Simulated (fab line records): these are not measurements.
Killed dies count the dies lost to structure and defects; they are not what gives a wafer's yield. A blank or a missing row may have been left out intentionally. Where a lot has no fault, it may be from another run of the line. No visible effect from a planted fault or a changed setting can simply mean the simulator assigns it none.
fab line records	flow ritCmos
[record] lots = 5	wafers = 15	lastDay = 8
route steps=202 shown SILICIDE@162 CONTACT@168 M1@184
lots untouched by any fault: they come from a run of this same line in which no faults occurred
startH: start of the lot's first displayed wafer, in hours after the record's first day	waitH: hours from the lot's prior step to this one	" unchanged from the row above	L1.1+2: one row covering several wafers at once	- either no value or no given start	* or withheld: withheld	< > ~ a bound
route shown NAME@n: names a module that has steps shown in the file, with the first one's number in the route	usual: the fault-free wafers' mean and standard deviation	same: alike in all rows	chamber/n: place in a boat	sites: each site's reading	_std_site: the values' standard deviation	_edge_site: mean of outer sites minus mean of inner sites	radiusMm: for every site, how far away it sits from the centre of the wafer	mask NAME#n: copy n	behind: the last tool/chamber to shape the wafer	hold: what put the lot on hold/how long, in hours/how the hold closed	device: names the non-switching transistor (n, p or np)	end of line: tests of these same wafers at the route's end	a step given without rows: its recipe and nothing more	killed: not the wafer's yield, but the dies lost to structure and defects at the first sort	map: a wafer's dies, x killed, . not, _ none there
set.NAME: the setting the step ran with; set.NAME@STEP: the setting that earlier step ran with	model.NAME: the simulator's own value behind a step, which no gauge read
a table for each step, a row for each wafer; lots at some steps of the route
services: from which hour (startH, from the record's first day; less than 0 if before it) a tool's chamber was out of use, for how many hours, and why
[[steps]]
[step RIT_SILICIDE_SPUTTER_01]
[recipe] material = Ti	targetThkNm = 30	powerW = 350	chamberPressurePa = 0.667	gas = Ar	timeS = 240	substrateTempC = 25
[usual] throttleValvePct = 30.2/0.82
lot.wafer	tool	chamber	startH	waitH	throttleValvePct
L078.1	pvdSputter-04	-	83.96	0.0	29.7
L078.2	"	-	"	"	29.4
L078.5	"	-	"	"	29.9
L085.1	pvdSputter-04	-	119.10	0.0	31.6
L085.4	"	-	"	"	29.9
L085.5	"	-	"	"	31.0
L086.1	pvdSputter-03	-	119.57	0.0	29.3
L086.2	"	-	"	"	29.0
L086.6	"	-	"	"	29.3
L091.1	pvdSputter-02	-	155.46	0.0	30.6
L091.4	"	-	"	"	29.9
L091.5	"	-	"	"	30.4
L096.1	pvdSputter-04	-	177.92	0.0	29.8
L096.4	"	-	"	"	30.9
L096.6	"	-	"	"	29.8
[step RIT_SILICIDE_RS_MEAS_02]
[recipe] thkMeasGauge = four-point-probe	reads = Ti_of_SILICIDE_SPUTTER_01
[usual] SILICIDE_TI_RS = 48.1/0.47
lot.wafer	tool	chamber	startH	waitH	SILICIDE_TI_RS[ohm/sq]
L078.1	filmMetro-01	-	84.11	0.1	47.9
L078.2	"	-	"	"	47.4
L078.5	"	-	"	"	47.4
L085.1	filmMetro-03	-	119.25	0.1	48.7
L085.4	"	-	"	"	48.6
L085.5	"	-	"	"	48.7
L086.1	filmMetro-03	-	119.72	0.1	48.8
L086.2	"	-	"	"	48.1
L086.6	"	-	"	"	48.4
L091.1	filmMetro-04	-	155.61	0.1	48.7
L091.4	"	-	"	"	48.1
L091.5	"	-	"	"	48.7
L096.1	filmMetro-03	-	178.07	0.1	48.4
L096.4	"	-	"	"	47.5
L096.6	"	-	"	"	48.1
[step RIT_SILICIDE_THK_MEAS_03]
[recipe] thkMeasGauge = xrf	reads = Ti_of_SILICIDE_SPUTTER_01
[usual] SILICIDE_TI_THK = 29.42/0.28
lot.wafer	tool	chamber	startH	waitH	SILICIDE_TI_THK[nm]
L078.1	filmMetro-01	-	84.23	0.1	29.81
L078.2	"	-	"	"	30.08
L078.5	"	-	"	"	30.07
L085.1	filmMetro-03	-	119.37	0.1	29.04
L085.4	"	-	"	"	29.13
L085.5	"	-	"	"	29.03
L086.1	filmMetro-03	-	119.84	0.1	29.12
L086.2	"	-	"	"	29.34
L086.6	"	-	"	"	29.24
L091.1	filmMetro-04	-	155.73	0.1	28.90
L091.4	"	-	"	"	29.17
L091.5	"	-	"	"	28.94
L096.1	filmMetro-03	-	178.19	0.1	29.22
L096.4	"	-	"	"	29.53
L096.6	"	-	"	"	29.24
[step RIT_SILICIDE_RTA_04]
[recipe] tempC = 650	timeS = 10	idleTempC = 25	rampUpS = 5	rampDownS = 5	coolToC = 25	ambient = N2
[usual] chamberO2Ppm = 1.998/0.022	wafer_temp_C_max = 653.0/0.73
lot.wafer	tool	chamber	startH	waitH	chamberO2Ppm	wafer_temp_C_max
L078.1	rtpAnneal-01	0	84.29	0.1	2.003	653.4
L078.2	"	0	"	"	2.012	651.8
L078.5	"	0	"	"	2.003	652.7
L085.1	rtpAnneal-01	0	119.43	0.1	2.019	652.9
L085.4	"	0	"	"	2.046	652.7
L085.5	"	0	"	"	2.015	652.6
L086.1	rtpAnneal-01	0	119.90	0.1	1.986	652.6
L086.2	"	0	"	"	2.003	653.5
L086.6	"	0	"	"	1.993	652.9
L091.1	rtpAnneal-02	0	155.79	0.1	1.963	653.0
L091.4	"	0	"	"	1.965	653.2
L091.5	"	0	"	"	1.975	652.9
L096.1	rtpAnneal-01	0	178.25	0.1	1.961	652.3
L096.4	"	0	"	"	1.987	653.1
L096.6	"	0	"	"	1.992	652.8
[step RIT_SILICIDE_WET_ETCH_05]
[recipe] chemistry = SPM	target = Ti	tempC = 90	timeS = 120	dry = n2Spin
[usual] bathGuardTempC = 90.2/0.33
lot.wafer	tool	chamber	startH	waitH	bathGuardTempC
L078.1	wetBench-01	3	84.36	0.1	90.2
L078.2	"	3	"	"	90.2
L078.5	"	3	"	"	90.1
L085.1	wetBench-03	1	119.50	0.1	89.9
L085.4	"	1	"	"	89.8
L085.5	"	1	"	"	90.1
L086.1	wetBench-03	2	119.97	0.1	90.2
L086.2	"	2	"	"	90.4
L086.6	"	2	"	"	90.3
L091.1	wetBench-03	1	155.85	0.1	89.8
L091.4	"	1	"	"	90.2
L091.5	"	1	"	"	90.0
L096.1	wetBench-02	1	178.31	0.1	90.7
L096.4	"	1	"	"	90.8
L096.6	"	1	"	"	90.8
[step RIT_SILICIDE_RTA_06]
[recipe] tempC = 750	timeS = 10	idleTempC = 25	rampUpS = 5	rampDownS = 10	coolToC = 25	ambient = N2
[usual] chamberO2Ppm = 2.001/0.019	wafer_temp_C_max = 753.0/0.69
lot.wafer	tool	chamber	startH	waitH	chamberO2Ppm	wafer_temp_C_max
L078.1	rtpAnneal-02	0	84.40	0.0	2.004	752.2
L078.2	"	0	"	"	2.036	752.3
L078.5	"	0	"	"	2.043	751.7
L085.1	rtpAnneal-02	0	119.54	0.0	2.002	752.3
L085.4	"	0	"	"	2.000	751.7
L085.5	"	0	"	"	2.011	753.6
L086.1	rtpAnneal-02	0	120.01	0.0	2.004	752.7
L086.2	"	0	"	"	1.998	751.9
L086.6	"	0	"	"	1.992	753.0
L091.1	rtpAnneal-01	0	155.89	0.0	1.981	753.8
L091.4	"	0	"	"	2.028	753.7
L091.5	"	0	"	"	1.984	753.0
L096.1	rtpAnneal-02	0	178.35	0.0	1.986	753.2
L096.4	"	0	"	"	2.007	752.9
L096.6	"	0	"	"	2.005	753.2
[step RIT_CONTACT_CVD_00]
[recipe] material = SiO2	targetThkNm = 400	precursor = TEOS	tempC = 390	timeS = 58.06	rfW = 400
[usual] heaterPowerW = 353/57
lot.wafer	tool	chamber	startH	waitH	heaterPowerW	sinceWetCleanH
L078.1	pecvd-04	2	84.47	0.1	299	1030
L078.2	"	1	"	"	467	1030
L078.5	"	1	"	"	500	-
L085.1	pecvd-02	1	119.60	0.1	371	675
L085.4	"	1	"	"	402	-
L085.5	"	2	"	"	294	-
L086.1	pecvd-01	0	120.07	0.1	325	1456
L086.2	"	2	"	"	346	1456
L086.6	"	2	"	"	355	-
L091.1	pecvd-02	0	155.96	0.1	332	711
L091.4	"	0	"	"	346	-
L091.5	"	1	"	"	370	-
L096.1	pecvd-01	1	178.42	0.1	393	1515
L096.4	"	2	"	"	307	-
L096.6	"	0	"	"	300	-
[step RIT_CONTACT_THK_MEAS_01]
[recipe] reads = SiO2_of_CONTACT_CVD_00
[usual] CONTACT_TEOS_THK = 381/5.3
lot.wafer	tool	chamber	startH	waitH	CONTACT_TEOS_THK[nm]
L078.1	filmMetro-02	-	84.52	0.0	375
L078.2	"	-	"	"	384
L078.5	"	-	"	"	383
L085.1	filmMetro-02	-	119.65	0.0	373
L085.4	"	-	"	"	380
L085.5	"	-	"	"	386
L086.1	filmMetro-04	-	120.12	0.0	371
L086.2	"	-	"	"	379
L086.6	"	-	"	"	382
L091.1	filmMetro-02	-	156.01	0.0	378
L091.4	"	-	"	"	389
L091.5	"	-	"	"	382
L096.1	filmMetro-02	-	178.47	0.0	377
L096.4	"	-	"	"	378
L096.6	"	-	"	"	381
[step RIT_CONTACT_HMDS_02]
[recipe] primeTimeS = 60	primeTempC = 140
[usual] primeTempC = 140.02/0.15	resistLineTempC = 22.98/0.12
lot.wafer	tool	chamber	startH	waitH	primeTempC	resistLineTempC
L078.1	lithoTrack-01	0	84.61	0.1	140.19	22.88
L078.2	"	0	"	"	140.22	22.82
L078.5	"	0	"	"	140.11	22.98
L085.1	lithoTrack-03	0	119.71	0.1	139.97	22.92
L085.4	"	0	"	"	140.04	22.99
L085.5	"	0	"	"	139.93	22.90
L086.1	lithoTrack-01	0	120.18	0.1	139.91	23.02
L086.2	"	0	"	"	140.04	23.11
L086.6	"	0	"	"	140.18	23.04
L091.1	lithoTrack-03	0	156.07	0.1	140.20	22.91
L091.4	"	0	"	"	139.84	23.04
L091.5	"	0	"	"	140.03	23.01
L096.1	lithoTrack-01	0	178.53	0.1	140.03	23.03
L096.4	"	0	"	"	139.97	22.88
L096.6	"	0	"	"	140.01	22.78
[step RIT_CONTACT_COAT_03]
[recipe] resist = NOVOLAK	spinRpm = 3250	resistThkNm = 1000
[usual] resistLineTempC = 23.01/0.12
lot.wafer	tool	chamber	startH	waitH	resistLineTempC
L078.1	lithoTrack-01	0	84.76	0.1	23.17
L078.2	"	0	"	"	23.08
L078.5	"	0	"	"	22.94
L085.1	lithoTrack-03	0	119.86	0.1	23.07
L085.4	"	0	"	"	23.01
L085.5	"	0	"	"	23.03
L086.1	lithoTrack-01	0	120.33	0.1	22.80
L086.2	"	0	"	"	22.94
L086.6	"	0	"	"	22.87
L091.1	lithoTrack-03	0	156.22	0.1	23.16
L091.4	"	0	"	"	23.25
L091.5	"	0	"	"	23.26
L096.1	lithoTrack-01	0	178.68	0.1	23.14
L096.4	"	0	"	"	22.97
L096.6	"	0	"	"	23.13
[step RIT_CONTACT_SOFTBAKE_04]
[recipe] resist = NOVOLAK	tempC = 90	timeS = 60
[usual] resistLineTempC = 22.98/0.11
lot.wafer	tool	chamber	startH	waitH	resistLineTempC
L078.1	lithoTrack-01	0	84.91	0.1	23.12
L078.2	"	0	"	"	22.97
L078.5	"	0	"	"	22.85
L085.1	lithoTrack-03	0	120.01	0.1	22.61
L085.4	"	0	"	"	22.87
L085.5	"	0	"	"	22.91
L086.1	lithoTrack-01	0	120.48	0.1	23.06
L086.2	"	0	"	"	22.93
L086.6	"	0	"	"	22.90
L091.1	lithoTrack-03	0	156.37	0.1	23.13
L091.4	"	0	"	"	22.99
L091.5	"	0	"	"	23.26
L096.1	lithoTrack-01	0	178.83	0.1	23.09
L096.4	"	0	"	"	22.87
L096.6	"	0	"	"	22.97
[step RIT_CONTACT_EXPOSE_05]
[recipe] maskId = M11	na = 0.6	sourceShape = conventional	sigmaOuter = 0.5	targetCdNm = 1000	doseMj = 250
lot.wafer	tool	chamber	startH	waitH	mask
L078.1+2+5	ilineStepper-01	0	85.09	0.2	M11#0
L085.1+4+5	ilineStepper-02	0	120.16	0.1	M11#0
L086.1+2+6	ilineStepper-02	0	120.63	0.1	M11#0
L091.1+4+5	ilineStepper-02	0	156.52	0.1	M11#0
L096.1+4+6	ilineStepper-02	0	178.98	0.1	M11#0
[step RIT_CONTACT_PEB_06]
[recipe] resist = NOVOLAK	tempC = withheld	timeS = withheld
[usual] resistLineTempC = *
lot.wafer	tool	chamber	startH	waitH	resistLineTempC
L078.1	lithoTrack-01	0	85.35	0.2	*
L078.2	"	0	"	"	*
L078.5	"	0	"	"	*
L085.1	lithoTrack-03	0	120.28	0.1	*
L085.4	"	0	"	"	*
L085.5	"	0	"	"	*
L086.1	lithoTrack-01	0	120.75	0.1	*
L086.2	"	0	"	"	*
L086.6	"	0	"	"	*
L091.1	lithoTrack-01	0	156.64	0.1	*
L091.4	"	0	"	"	*
L091.5	"	0	"	"	*
L096.1	lithoTrack-03	0	179.10	0.1	*
L096.4	"	0	"	"	*
L096.6	"	0	"	"	*
[step RIT_CONTACT_DEVELOP_07]
[recipe] resist = NOVOLAK	developTimeS = 120	devTempC = 23
[usual] resistLineTempC = 22.96/0.1
lot.wafer	tool	chamber	startH	waitH	resistLineTempC
L078.1	lithoTrack-01	0	-	-	23.10
L078.2	"	0	"	"	23.02
L078.5	"	0	"	"	23.00
L085.1	lithoTrack-03	0	-	-	22.92
L085.4	"	0	"	"	22.87
L085.5	"	0	"	"	22.81
L086.1	lithoTrack-01	0	-	-	22.97
L086.2	"	0	"	"	22.98
L086.6	"	0	"	"	23.02
L091.1	lithoTrack-01	0	-	-	22.91
L091.4	"	0	"	"	22.96
L091.5	"	0	"	"	22.92
L096.1	lithoTrack-03	0	-	-	22.89
L096.4	"	0	"	"	22.72
L096.6	"	0	"	"	22.67
[step RIT_CONTACT_CD_MEAS_08]
[recipe] targetCdNm = 1000
[usual] cdNm = 1000.3/2
lot.wafer	tool	chamber	startH	waitH	cdNm
L078.1	cdSem-01	-	85.75	-	1000.3
L078.2	"	-	"	"	999.1
L078.5	"	-	"	"	1001.9
L085.1	cdSem-02	-	120.68	-	1000.2
L085.4	"	-	"	"	1003.3
L085.5	"	-	"	"	1003.3
L086.1	cdSem-02	-	121.15	-	998.3
L086.2	"	-	"	"	998.2
L086.6	"	-	"	"	997.2
L091.1	cdSem-01	-	157.04	-	1000.2
L091.4	"	-	"	"	999.7
L091.5	"	-	"	"	1001.7
L096.1	cdSem-01	-	179.50	-	998.3
L096.4	"	-	"	"	999.3
L096.6	"	-	"	"	999.1
[step RIT_CONTACT_OVL_MEAS_09]
[usual] CONTACT_OVL = 0.2/1.6
lot.wafer	tool	chamber	startH	waitH	CONTACT_OVL[nm]
L078.1	overlay-02	-	85.87	0.1	1.5
L078.2	"	-	"	"	0.2
L078.5	"	-	"	"	-1.3
L085.1	overlay-02	-	120.80	0.1	1.4
L085.4	"	-	"	"	2.2
L085.5	"	-	"	"	0.1
L086.1	overlay-02	-	121.27	0.1	1.1
L086.2	"	-	"	"	0.2
L086.6	"	-	"	"	0.8
L091.1	overlay-02	-	157.16	0.1	0.5
L091.4	"	-	"	"	-0.4
L091.5	"	-	"	"	1.8
L096.1	overlay-01	-	179.62	0.1	1.1
L096.4	"	-	"	"	4.7
L096.6	"	-	"	"	3.2
[step RIT_CONTACT_HARDBAKE_10]
[recipe] resist = NOVOLAK	tempC = 140	timeS = 60
[usual] resistLineTempC = 23.04/0.1
lot.wafer	tool	chamber	startH	waitH	resistLineTempC
L078.1	lithoTrack-01	0	85.91	0.0	23.06
L078.2	"	0	"	"	23.14
L078.5	"	0	"	"	23.00
L085.1	lithoTrack-03	0	120.84	0.0	22.92
L085.4	"	0	"	"	22.94
L085.5	"	0	"	"	22.85
L086.1	lithoTrack-03	0	121.31	0.0	22.93
L086.2	"	0	"	"	23.00
L086.6	"	0	"	"	22.94
L091.1	lithoTrack-03	0	157.19	0.0	23.06
L091.4	"	0	"	"	22.97
L091.5	"	0	"	"	23.07
L096.1	lithoTrack-01	0	179.65	0.0	23.20
L096.4	"	0	"	"	23.16
L096.6	"	0	"	"	23.17
[step RIT_CONTACT_ETCH_11]
[recipe] targetDepthA = 4800	overEtchFrac = 0.2	stopOn = TiSi2	chemistry = CHF3/CF4/Ar	target = SiO2	CHF3_flow_sccm = 50	cf4FlowSccm = 10	Ar_flow_sccm = 100	O2_flow_sccm = 5	pressureMtorr = 100	rfW = 200	timeS = 320
[usual] drypumpMotorCurrentA = 5.6/0.42	oesProductAu = 0.991/0.012	throttleValvePct = 8.83/0.14
lot.wafer	tool	chamber	startH	waitH	drypumpMotorCurrentA	oesProductAu	rfHoursCounterH	throttleValvePct
L078.1	rieDiel-02	2	86.06	0.1	6.1	0.977	130	8.67
L078.2	"	3	"	"	5.8	1.000	7	9.03
L078.5	"	2	"	"	6.1	0.986	-	8.66
L085.1	rieDiel-03	2	120.99	0.1	5.2	0.997	5	8.92
L085.4	"	0	"	"	6.6	0.968	84	8.76
L085.5	"	1	"	"	5.0	0.988	-	8.94
L086.1	rieDiel-01	2	121.46	0.1	5.4	0.988	15	8.71
L086.2	"	3	"	"	5.8	1.011	2	8.81
L086.6	"	2	"	"	5.5	0.988	-	8.71
L091.1	rieDiel-01	3	157.34	0.1	5.9	0.996	3	8.82
L091.4	"	0	"	"	6.2	1.000	94	9.05
L091.5	"	2	"	"	5.5	0.989	-	8.71
L096.1	rieDiel-02	0	179.80	0.1	5.6	1.006	4	8.81
L096.4	"	2	"	"	6.1	0.981	132	8.68
L096.6	"	0	"	"	5.6	1.005	-	8.82
[step RIT_CONTACT_STRIP_12]
[recipe] chemistry = O2	timeS = 180	resist = NOVOLAK	platenTempC = withheld	powerW = 500	pressureMtorr = 4000	o2FlowSccm = 4000
[usual] drypumpMotorCurrentA = 5.9/0.4
lot.wafer	tool	chamber	startH	waitH	drypumpMotorCurrentA	rfHoursCounterH
L078.1	plasmaAsher-02	1	86.25	0.1	6.1	42
L078.2	"	0	"	"	6.1	42
L078.5	"	0	"	"	6.0	-
L085.1	plasmaAsher-03	1	121.18	0.1	5.4	33
L085.4	"	1	"	"	5.4	-
L085.5	"	1	"	"	5.4	-
L086.1	plasmaAsher-01	1	121.65	0.1	6.4	46
L086.2	"	0	"	"	5.0	46
L086.6	"	1	"	"	6.4	-
L091.1	plasmaAsher-02	0	157.54	0.1	6.1	4
L091.4	"	0	"	"	6.1	-
L091.5	"	0	"	"	6.1	-
L096.1	plasmaAsher-01	1	180.00	0.1	6.4	52
L096.4	"	1	"	"	6.4	-
L096.6	"	0	"	"	5.0	-
[step RIT_CONTACT_CD_MEAS_90]
[recipe] targetCdNm = 1000
[usual] cdNm = 1000.4/2.1
lot.wafer	tool	chamber	startH	waitH	cdNm
L078.1	cdSem-01	-	86.43	0.1	1000.8
L078.2	"	-	"	"	999.3
L078.5	"	-	"	"	1001.9
L085.1	cdSem-01	-	121.36	0.1	1000.1
L085.4	"	-	"	"	1003.2
L085.5	"	-	"	"	1004.0
L086.1	cdSem-02	-	121.83	0.1	998.5
L086.2	"	-	"	"	997.6
L086.6	"	-	"	"	996.9
L091.1	cdSem-01	-	157.71	0.1	1000.1
L091.4	"	-	"	"	999.5
L091.5	"	-	"	"	1001.0
L096.1	cdSem-02	-	180.17	0.1	998.0
L096.4	"	-	"	"	999.9
L096.6	"	-	"	"	999.3
[step RIT_CONTACT_CLEAN_13]
[recipe] chemistry = SC1	mix = 3:3:50	timeS = 600	tempC = 75
[usual] bathGuardTempC = 75.2/0.31
lot.wafer	tool	chamber	startH	waitH	bathGuardTempC
L078.1	wetBench-03	2	86.55	0.1	75.4
L078.2	"	2	"	"	75.2
L078.5	"	2	"	"	75.0
L085.1	wetBench-01	0	121.48	0.1	75.4
L085.4	"	0	"	"	74.9
L085.5	"	0	"	"	75.0
L086.1	wetBench-04	1	121.95	0.1	75.5
L086.2	"	1	"	"	75.4
L086.6	"	1	"	"	75.5
L091.1	wetBench-04	1	157.83	0.1	75.8
L091.4	"	1	"	"	75.3
L091.5	"	1	"	"	76.0
L096.1	wetBench-04	1	180.29	0.1	75.7
L096.4	"	1	"	"	75.6
L096.6	"	1	"	"	75.8
[step RIT_CONTACT_CLEAN_14]
[recipe] chemistry = SC2	mix = 3:3:50	timeS = 600	tempC = 75	dry = n2Spin
[usual] bathGuardTempC = 75.1/0.31
lot.wafer	tool	chamber	startH	waitH	bathGuardTempC
L078.1	wetBench-04	2	86.74	0.0	75.6
L078.2	"	2	"	"	75.3
L078.5	"	2	"	"	75.8
L085.1	wetBench-03	3	121.65	0.0	75.0
L085.4	"	3	"	"	75.0
L085.5	"	3	"	"	74.9
L086.1	wetBench-01	1	122.12	0.0	74.9
L086.2	"	1	"	"	75.3
L086.6	"	1	"	"	74.7
L091.1	wetBench-03	2	158.01	0.0	75.1
L091.4	"	2	"	"	75.2
L091.5	"	2	"	"	75.1
L096.1	wetBench-03	1	180.50	0.0	75.2
L096.4	"	1	"	"	75.1
L096.6	"	1	"	"	74.9
[step RIT_M1_SPUTTER_00]
[recipe] material = Al	targetThkNm = 400	powerW = 2000	chamberPressurePa = 0.4	gas = Ar	timeS = 477.1	substrateTempC = 25
[usual] throttleValvePct = 30.0/1.2
lot.wafer	tool	chamber	startH	waitH	throttleValvePct
L078.1	pvdSputter-02	-	86.91	0.0	30.1
L078.2	"	-	"	"	30.3
L078.5	"	-	"	"	28.7
L085.1	pvdSputter-01	-	121.83	0.0	30.4
L085.4	"	-	"	"	28.5
L085.5	"	-	"	"	28.6
L086.1	pvdSputter-03	-	122.30	0.0	30.2
L086.2	"	-	"	"	29.6
L086.6	"	-	"	"	29.4
L091.1	pvdSputter-01	-	158.18	0.0	32.6
L091.4	"	-	"	"	28.5
L091.5	"	-	"	"	30.3
L096.1	pvdSputter-01	-	180.85	0.0	30.3
L096.4	"	-	"	"	32.5
L096.6	"	-	"	"	30.2
[step RIT_M1_RS_MEAS_01]
[recipe] thkMeasGauge = four-point-probe	reads = Al_of_M1_SPUTTER_00
[usual] M1_AL_RS = 0.0772/0.00063
lot.wafer	tool	chamber	startH	waitH	M1_AL_RS[ohm/sq]
L078.1	filmMetro-03	-	87.21	0.2	0.0765
L078.2	"	-	"	"	0.0769
L078.5	"	-	"	"	0.0771
L085.1	filmMetro-02	-	122.12	0.2	0.0770
L085.4	"	-	"	"	0.0765
L085.5	"	-	"	"	0.0771
L086.1	filmMetro-03	-	122.59	0.2	0.0780
L086.2	"	-	"	"	0.0770
L086.6	"	-	"	"	0.0785
L091.1	filmMetro-02	-	158.48	0.2	0.0763
L091.4	"	-	"	"	0.0765
L091.5	"	-	"	"	0.0771
L096.1	filmMetro-01	-	181.15	0.2	0.0770
L096.4	"	-	"	"	0.0774
L096.6	"	-	"	"	0.0774
[step RIT_M1_THK_MEAS_02]
[recipe] thkMeasGauge = xrf	reads = Al_of_M1_SPUTTER_00
[usual] M1_AL_THK = 376/4.5
lot.wafer	tool	chamber	startH	waitH	M1_AL_THK[nm]
L078.1	filmMetro-03	-	87.33	0.1	377
L078.2	"	-	"	"	374
L078.5	"	-	"	"	373
L085.1	filmMetro-02	-	122.24	0.1	376
L085.4	"	-	"	"	378
L085.5	"	-	"	"	378
L086.1	filmMetro-03	-	122.71	0.1	366
L086.2	"	-	"	"	371
L086.6	"	-	"	"	367
L091.1	filmMetro-02	-	158.60	0.1	381
L091.4	"	-	"	"	381
L091.5	"	-	"	"	376
L096.1	filmMetro-01	-	181.27	0.1	380
L096.4	"	-	"	"	376
L096.6	"	-	"	"	377
[step RIT_M1_HMDS_03]
[recipe] primeTimeS = 60	primeTempC = 140
[usual] primeTempC = 140.00/0.16	resistLineTempC = 22.98/0.1
lot.wafer	tool	chamber	startH	waitH	primeTempC	resistLineTempC
L078.1	lithoTrack-04	0	87.39	0.1	140.00	23.02
L078.2	"	0	"	"	139.80	23.10
L078.5	"	0	"	"	140.13	22.97
L085.1	lithoTrack-04	0	122.45	0.2	139.98	22.98
L085.4	"	0	"	"	140.08	22.99
L085.5	"	0	"	"	140.04	23.01
L086.1	lithoTrack-03	0	122.84	0.1	140.13	22.96
L086.2	"	0	"	"	139.90	22.78
L086.6	"	0	"	"	139.76	22.93
L091.1	lithoTrack-03	0	158.66	0.1	139.81	22.96
L091.4	"	0	"	"	140.04	22.93
L091.5	"	0	"	"	139.98	22.94
L096.1	lithoTrack-03	0	181.33	0.1	139.96	23.03
L096.4	"	0	"	"	139.92	22.82
L096.6	"	0	"	"	139.74	22.89
[step RIT_M1_COAT_04]
[recipe] resist = NOVOLAK	spinRpm = 2000	resistThkNm = 1300
[usual] resistLineTempC = 23.02/0.1
lot.wafer	tool	chamber	startH	waitH	resistLineTempC
L078.1	lithoTrack-04	0	87.54	0.1	23.19
L078.2	"	0	"	"	23.10
L078.5	"	0	"	"	23.20
L085.1	lithoTrack-04	0	122.60	0.1	23.00
L085.4	"	0	"	"	23.06
L085.5	"	0	"	"	23.17
L086.1	lithoTrack-03	0	122.99	0.1	23.05
L086.2	"	0	"	"	22.93
L086.6	"	0	"	"	22.97
L091.1	lithoTrack-03	0	158.81	0.1	22.84
L091.4	"	0	"	"	22.90
L091.5	"	0	"	"	22.93
L096.1	lithoTrack-03	0	181.48	0.1	22.80
L096.4	"	0	"	"	22.95
L096.6	"	0	"	"	22.98
[step RIT_M1_SOFTBAKE_05]
[recipe] resist = NOVOLAK	tempC = 90	timeS = 60
[usual] resistLineTempC = 22.99/0.092
lot.wafer	tool	chamber	startH	waitH	resistLineTempC
L078.1	lithoTrack-04	0	87.69	0.1	22.86
L078.2	"	0	"	"	22.93
L078.5	"	0	"	"	22.90
L085.1	lithoTrack-04	0	122.75	0.1	22.99
L085.4	"	0	"	"	22.99
L085.5	"	0	"	"	23.04
L086.1	lithoTrack-03	0	123.14	0.1	22.93
L086.2	"	0	"	"	22.96
L086.6	"	0	"	"	22.89
L091.1	lithoTrack-03	0	158.96	0.1	23.03
L091.4	"	0	"	"	23.09
L091.5	"	0	"	"	23.05
L096.1	lithoTrack-03	0	181.63	0.1	22.96
L096.4	"	0	"	"	23.04
L096.6	"	0	"	"	23.11
[step RIT_M1_EXPOSE_06]
[recipe] maskId = M12	na = 0.6	sourceShape = conventional	sigmaOuter = 0.5	targetCdNm = 2600	doseMj = 250
lot.wafer	tool	chamber	startH	waitH	mask
L078.1+2+5	ilineStepper-01	0	87.96	0.2	M12#0
L085.1+4+5	ilineStepper-01	0	123.03	0.2	M12#0
L086.1+2+6	ilineStepper-02	0	123.42	0.2	M12#0
L091.1+4+5	ilineStepper-02	0	159.11	0.1	M12#0
L096.1+4+6	ilineStepper-01	0	181.90	0.2	M12#0
[step RIT_M1_PEB_07]
[recipe] resist = NOVOLAK	tempC = withheld	timeS = withheld
[usual] resistLineTempC = *
lot.wafer	tool	chamber	startH	waitH	resistLineTempC
L078.1	lithoTrack-04	0	88.08	0.1	*
L078.2	"	0	"	"	*
L078.5	"	0	"	"	*
L085.1	lithoTrack-04	0	123.15	0.1	*
L085.4	"	0	"	"	*
L085.5	"	0	"	"	*
L086.1	lithoTrack-03	0	123.53	0.1	*
L086.2	"	0	"	"	*
L086.6	"	0	"	"	*
L091.1	lithoTrack-04	0	159.27	0.1	*
L091.4	"	0	"	"	*
L091.5	"	0	"	"	*
L096.1	lithoTrack-03	0	182.02	0.1	*
L096.4	"	0	"	"	*
L096.6	"	0	"	"	*
[step RIT_M1_DEVELOP_08]
[recipe] resist = NOVOLAK	developTimeS = 68	devTempC = 23
[usual] resistLineTempC = 22.98/0.12
lot.wafer	tool	chamber	startH	waitH	resistLineTempC
L078.1	lithoTrack-04	0	-	-	22.96
L078.2	"	0	"	"	22.92
L078.5	"	0	"	"	23.03
L085.1	lithoTrack-04	0	-	-	23.23
L085.4	"	0	"	"	23.21
L085.5	"	0	"	"	23.23
L086.1	lithoTrack-03	0	-	-	23.05
L086.2	"	0	"	"	22.88
L086.6	"	0	"	"	22.86
L091.1	lithoTrack-04	0	-	-	22.95
L091.4	"	0	"	"	22.96
L091.5	"	0	"	"	22.92
L096.1	lithoTrack-03	0	-	-	23.01
L096.4	"	0	"	"	23.15
L096.6	"	0	"	"	23.05
[[services]]
tool	chamber	startH	hours	kind
rieDiel-01	0	64.56	14.7	repair
plasmaAsher-02	-	68.80	1.6	repair
ilineStepper-01	-	71.45	5.4	repair
pecvd-02	-	72.32	6.0	pm
rieDiel-03	-	86.91	0.4	repair
ilineStepper-02	-	90.61	1.7	pm
plasmaAsher-01	-	100.24	14.6	pm
pvdSputter-03	-	102.73	1.9	repair
plasmaAsher-03	-	103.58	2.8	pm
plasmaAsher-02	-	108.75	9.0	pm
plasmaAsher-02	0	108.75	9.0	ventCycle
plasmaAsher-02	1	108.75	9.0	ventCycle
plasmaAsher-02	0	117.75	-	clean
plasmaAsher-02	1	117.75	-	clean
pvdSputter-02	-	119.12	4.2	repair
rieDiel-02	-	128.13	0.2	repair
ilineStepper-02	0	137.05	-	calibration
rieDiel-02	3	138.18	8.4	repair
pecvd-01	-	160.07	14.6	pm
pvdSputter-04	-	163.92	3.6	repair
rieDiel-03	0	168.18	11.3	repair
rieDiel-03	1	171.27	6.7	repair
rieDiel-03	3	172.16	2.5	repair
pvdSputter-01	-	173.20	3.4	repair
[[key]]
fault none
